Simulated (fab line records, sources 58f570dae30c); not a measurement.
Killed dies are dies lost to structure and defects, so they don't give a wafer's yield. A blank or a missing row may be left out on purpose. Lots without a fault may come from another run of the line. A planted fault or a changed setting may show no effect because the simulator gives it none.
Tool commonality check | flow berkeley_cmos170 | 13 lots, 39 wafers sampled

WHY IT WAS OPENED
At UCB170_WELLDRIVE_THK_MEAS_02 the reading WELLDRIVE_OXIDE_THK is flagged on 1 of 13 lots. Wafers without a fault read 204 nm, standard deviation 4.4.
Rule: a lot is flagged when every wafer of it that has a number lies more than 4 standard deviations from that mean, or none has a number. The other lots count as sound.

lot  | measured    | on            | WELLDRIVE_OXIDE_THK (nm), wafer by wafer | flag
L759 | day 4 04:48 | film_metro-02 | 203 206 204                              |
L758 | day 4 04:49 | film_metro-01 | 204 203 205                              |
L761 | day 4 10:17 | film_metro-02 | 195 197 199                              |
L760 | day 4 10:17 | film_metro-01 | 199 199 202                              |
L762 | day 4 17:52 | film_metro-01 | 201 202 202                              |
L763 | day 4 17:52 | film_metro-04 | 204 204 207                              |
L765 | day 5 17:10 | film_metro-01 | 175 178 179                              | FLAGGED
L774 | day 7 06:38 | film_metro-01 | 208 210 212                              |
L775 | day 7 16:59 | film_metro-02 | 206 204 208                              |
L776 | day 7 16:59 | film_metro-01 | 209 209 214                              |
L777 | day 7 16:59 | film_metro-04 | 212 209 212                              |
L778 | day 8 14:44 | film_metro-04 | 196 196 200                              |
L779 | day 8 14:44 | film_metro-01 | 201 205 207                              |
The numbers of the flagged lots are 177 nm on average: -27 nm against the usual, or -6 standard deviations.

WHICH TOOL RAN EACH LOT
The record holds 3 process steps before the reading, out of a route of 331 steps. In each cell: the tool, then ch and the chambers that the sampled wafers went through, then the start.
lot  | flag    | UCB170_NWELL_ETCH_13              | UCB170_PWELL_STRIP_16               | UCB170_WELLDRIVE_OXIDATION_01
L759 |         | rie_diel-03 ch 1,3, day 2 16:55   | plasma_asher-01 ch 0,1, day 3 17:29 | furnace-01 ch 0, day 4 01:18
L758 |         | rie_diel-04 ch 0,3, day 2 16:41   | plasma_asher-04 ch 0,1, day 3 17:22 | furnace-01 ch 0, day 4 01:18
L761 |         | rie_diel-02 ch 0,2,3, day 3 02:01 | plasma_asher-01 ch 0,1, day 3 22:54 | furnace-02 ch 0, day 4 06:47
L760 |         | rie_diel-04 ch 0,2,3, day 3 02:32 | plasma_asher-04 ch 1, day 3 23:10   | furnace-02 ch 0, day 4 06:47
L762 |         | rie_diel-02 ch 0,2,3, day 3 11:38 | plasma_asher-04 ch 1, day 4 04:05   | furnace-02 ch 0, day 4 14:22
L763 |         | rie_diel-03 ch 1,2, day 3 12:01   | plasma_asher-01 ch 0,1, day 4 04:22 | furnace-02 ch 0, day 4 14:22
L765 | FLAGGED | rie_diel-03 ch 0,3, day 4 03:57   | plasma_asher-04 ch 0,1, day 5 02:26 | furnace-02 ch 0, day 5 13:40
L774 |         | rie_diel-04 ch 1,2,3, day 5 19:41 | plasma_asher-04 ch 0,1, day 6 17:50 | furnace-04 ch 0, day 7 03:08
L775 |         | rie_diel-04 ch 1,2, day 6 03:59   | plasma_asher-03 ch 0,1, day 7 01:53 | furnace-04 ch 0, day 7 13:28
L776 |         | rie_diel-02 ch 0,3, day 6 04:42   | plasma_asher-04 ch 0,1, day 7 01:37 | furnace-04 ch 0, day 7 13:28
L777 |         | rie_diel-03 ch 2,3, day 6 04:32   | plasma_asher-04 ch 0,1, day 7 02:04 | furnace-04 ch 0, day 7 13:28
L778 |         | rie_diel-02 ch 1,2, day 6 19:45   | plasma_asher-04 ch 0,1, day 8 02:22 | furnace-04 ch 0, day 8 11:14
L779 |         | rie_diel-04 ch 0,1,2, day 6 19:33 | plasma_asher-01 ch 0,1, day 8 02:07 | furnace-04 ch 0, day 8 11:14
What these steps do:
- UCB170_NWELL_ETCH_13: etches Si3N4 in CH3F/Ar/O2, stops on SiO2, target depth 246.4 nm, time 154 s.
- UCB170_PWELL_STRIP_16: strips in O2.
- UCB170_WELLDRIVE_OXIDATION_01: target thk 199 nm, ox time 9341 s.
- UCB170_WELLDRIVE_THK_MEAS_02

FLAGGED OVER TOTAL, TOOL BY TOOL (the gauges that took the reading come last)
step                          | tool            | lots run | flagged | share of the flagged lots | sound lots run after its first flagged lot
UCB170_NWELL_ETCH_13          | rie_diel-02     | 4        | 0       | none                      | -
UCB170_NWELL_ETCH_13          | rie_diel-03     | 4        | 1       | all                       | 1 (L777)
UCB170_NWELL_ETCH_13          | rie_diel-04     | 5        | 0       | none                      | -
UCB170_PWELL_STRIP_16         | plasma_asher-01 | 4        | 0       | none                      | -
UCB170_PWELL_STRIP_16         | plasma_asher-03 | 1        | 0       | none                      | -
UCB170_PWELL_STRIP_16         | plasma_asher-04 | 8        | 1       | all                       | 4 (L774,L776,L777,L778)
UCB170_WELLDRIVE_OXIDATION_01 | furnace-01      | 2        | 0       | none                      | -
UCB170_WELLDRIVE_OXIDATION_01 | furnace-02      | 5        | 1       | all                       | 0
UCB170_WELLDRIVE_OXIDATION_01 | furnace-04      | 6        | 0       | none                      | -
UCB170_WELLDRIVE_THK_MEAS_02  | film_metro-01   | 7        | 1       | all                       | 3 (L774,L776,L779)
UCB170_WELLDRIVE_THK_MEAS_02  | film_metro-02   | 3        | 0       | none                      | -
UCB170_WELLDRIVE_THK_MEAS_02  | film_metro-04   | 3        | 0       | none                      | -

WHAT THE TABLE ALLOWS
4 rows of the table ran every flagged lot: rie_diel-03 at UCB170_NWELL_ETCH_13, plasma_asher-04 at UCB170_PWELL_STRIP_16, furnace-02 at UCB170_WELLDRIVE_OXIDATION_01, film_metro-01 at UCB170_WELLDRIVE_THK_MEAS_02.
- rie_diel-03 at UCB170_NWELL_ETCH_13: 1 of its 4 lots flagged. Sound lots ran on it after the first flagged one (L777), which a lasting fault on the whole tool wouldn't allow.
- plasma_asher-04 at UCB170_PWELL_STRIP_16: 1 of its 8 lots flagged. Sound lots ran on it after the first flagged one (L774, L776, L777, L778), which a lasting fault on the whole tool wouldn't allow.
- furnace-02 at UCB170_WELLDRIVE_OXIDATION_01: 1 of its 5 lots flagged. Its last sound lot is L762 (day 4 14:22), its first flagged lot L765 (day 5 13:40): a fault that began between those two fits.
- film_metro-01 at UCB170_WELLDRIVE_THK_MEAS_02: 1 of its 7 lots flagged. Sound lots ran on it after the first flagged one (L774, L776, L779), which a lasting fault on the whole tool wouldn't allow.
One tool is left: furnace-02 at UCB170_WELLDRIVE_OXIDATION_01.

WHAT THE SIMULATOR HAD PUT IN
Process parameter drift: furnace-02, from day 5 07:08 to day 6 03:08, at UCB170_WELLDRIVE_OXIDATION_01. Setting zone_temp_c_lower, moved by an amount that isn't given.
Lots struck among those shown: L765. The rule above found the same.
